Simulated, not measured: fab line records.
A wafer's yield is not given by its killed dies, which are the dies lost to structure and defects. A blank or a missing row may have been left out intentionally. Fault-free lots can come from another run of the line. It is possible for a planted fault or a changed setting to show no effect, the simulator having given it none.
A lot that was struck, set against a sound lot    flow berkeleyCmos170    32 steps out of a route of 331
Sound: wafers L232.2, L232.3, L232.4. Wafers struck: L221.1, L221.2, L221.6. The cause is named last.
For every step that has rows: the tool of each side, followed by ch and its chambers, followed by its first start. Under that, the readings that differ: sound wafers    struck wafers    difference of the means    sigmas: that difference in standard deviations of wafers without a fault.
alike: words and numbers the same on both sides, and readings whose means are apart by under 2 such deviations; not compared: readings that were withheld, readings missing a value for some wafer, numbers with overlapping values and no deviation given by the record, and bounds like >300 which may hide the same value.
The two part at a step that has a row with sigmas, a row that says differs or no value, or rows on one side only. When numbers do not overlap yet have no deviation, they are printed without sigmas and do not part them. Lack of a reading on every wafer of one side parts them only where that side has two or more wafers.

UCB170_SDANNEAL_RTA_01: time 5 s.
  sound on rtpAnneal-01 ch 0, day 9 10:23; struck on rtpAnneal-02 ch 0, day 7 08:32
reading           sound           struck          difference  sigmas
lampPowerPct (%)  35.9 35.8 35.8  40.7 40.7 40.6  +4.8        +2
  alike: wafer_temp_C_max
UCB170_SDANNEAL_RS_MEAS_02: a four-point-probe measurement.
  sound on filmMetro-04, day 9 10:29; struck on filmMetro-03, day 7 08:35
  alike: PSD_RS
UCB170_SDANNEAL_RS_MEAS_03: a four-point-probe measurement.
  sound on filmMetro-04, day 9 10:36; struck on filmMetro-03, day 7 08:43
  alike: NSD_RS
UCB170_SDANNEAL_RS_MEAS_04: a four-point-probe measurement.
  sound on filmMetro-04, day 9 10:43; struck on filmMetro-03, day 7 08:50
  alike: PLDD_RS
UCB170_SDANNEAL_RS_MEAS_05: a four-point-probe measurement.
  sound on filmMetro-04, day 9 10:50; struck on filmMetro-03, day 7 08:57
  alike: NLDD_RS
then, 1 step without rows for these wafers: UCB170_SILICIDE_PRE_CLEAN_00 (preclean etch time 60 s).
UCB170_SILICIDE_SPUTTER_01: material Ti, target thk 30 nm, time 25 s.
  sound on pvdSputter-04, day 9 11:01; struck on pvdSputter-04, day 7 09:08
  alike: throttleValvePct
UCB170_SILICIDE_RS_MEAS_02: a four-point-probe measurement.
  sound on filmMetro-02, day 9 11:06; struck on filmMetro-04, day 7 09:10
  alike: SILICIDE_TI_RS
UCB170_SILICIDE_THK_MEAS_03: measures by xrf.
  sound on filmMetro-02, day 9 11:13; struck on filmMetro-04, day 7 09:17
  alike: SILICIDE_TI_THK
then, 3 steps without rows for these wafers: UCB170_SILICIDE_RTA_04 (time 15 s); UCB170_SILICIDE_WET_ETCH_05 (etches Ti in SPM, time 45 s); UCB170_CONTACT_CLEAN_00 (cleans in SPM, time 600 s).
UCB170_CONTACT_CVD_01: deposits PSG from SiH4/O2/PH3, target thk 700 nm, time 2820 s.
  sound on lpcvd-01 ch 1, day 9 13:10; struck on lpcvd-02 ch 0, day 7 11:23
  alike: spikeTcLoadC
UCB170_CONTACT_THK_MEAS_02:
  sound on filmMetro-03, day 9 14:57; struck on filmMetro-02, day 7 13:11
reading               sound        struck       difference  sigmas
CONTACT_PSG_THK (nm)  713 709 704  601 601 606  -106        -15
then, 3 steps without rows for these wafers: UCB170_CONTACT_HMDS_03 (prime time 60 s); UCB170_CONTACT_COAT_04 (resist thk 900 nm); UCB170_CONTACT_SOFTBAKE_05 (time 60 s).
UCB170_CONTACT_STRIP_06: strips in O2.
  sound on plasmaAsher-02 ch 0,1, day 9 15:27; struck on plasmaAsher-01 ch 0,1, day 7 13:41
  alike: drypumpMotorCurrentA, oesProductAu, stripTimeToEndpointS
  not compared: rfHoursCounterH
then, 1 step without rows for these wafers: UCB170_CONTACT_CLEAN_07 (cleans in SPM, time 600 s).
UCB170_CONTACT_RTA_08: time 10 s.
  sound on rtpAnneal-01 ch 0, day 9 15:44; struck on rtpAnneal-02 ch 0, day 7 14:35
  alike: lampPowerPct, wafer_temp_C_max
then, 6 steps without rows for these wafers: UCB170_CONTACT_COAT_09; UCB170_CONTACT_COAT_10 (resist thk 900 nm); UCB170_CONTACT_SOFTBAKE_11 (time 60 s); UCB170_CONTACT_EXPOSE_12 (exposes mask CONT, target cd 700 nm); UCB170_CONTACT_PEB_13; UCB170_CONTACT_DEVELOP_14 (develop time 45 s).
UCB170_CONTACT_CD_MEAS_15: target cd 700 nm.
  sound on cdSem-01, day 9 16:39; struck on cdSem-02, day 7 15:52
  alike: cdNm
UCB170_CONTACT_OVL_MEAS_16:
  sound on overlay-01, day 9 16:46; struck on overlay-02, day 7 15:59
  alike: CONTACT_OVL
then, 1 step without rows for these wafers: UCB170_CONTACT_ETCH_17 (etches BARC in N2/H2).
UCB170_CONTACT_ETCH_18: etches PSG in CHF3/CF4/Ar, stops on TiSi2, target depth 840 nm, time 195 s.
  sound: rieDiel-04 ch 0,1; struck: rieDiel-02 ch 1,2,3
reading              sound              struck             difference  sigmas
oesProductAu (a.u.)  0.905 0.916 0.914  0.797 0.813 0.829  -0.099      -7
  alike: cf4FlowSccm, drypumpMotorCurrentA, throttleValvePct
  not compared: rfHoursCounterH
UCB170_CONTACT_STRIP_19: strips in O2.
  sound on plasmaAsher-01 ch 0,1, day 9 16:58; struck on plasmaAsher-01 ch 0,1, day 7 16:11
  alike: drypumpMotorCurrentA, oesProductAu
  not compared: rfHoursCounterH
UCB170_M3_PROBE_99:
  rows exist in the record for the sound wafers here (prober-02, day 10 14:22), none for the struck ones

WHERE THEY PART
Earliest at UCB170_SDANNEAL_RTA_01; latest, in this record, at UCB170_M3_PROBE_99.

WHY: the cause the simulator had injected
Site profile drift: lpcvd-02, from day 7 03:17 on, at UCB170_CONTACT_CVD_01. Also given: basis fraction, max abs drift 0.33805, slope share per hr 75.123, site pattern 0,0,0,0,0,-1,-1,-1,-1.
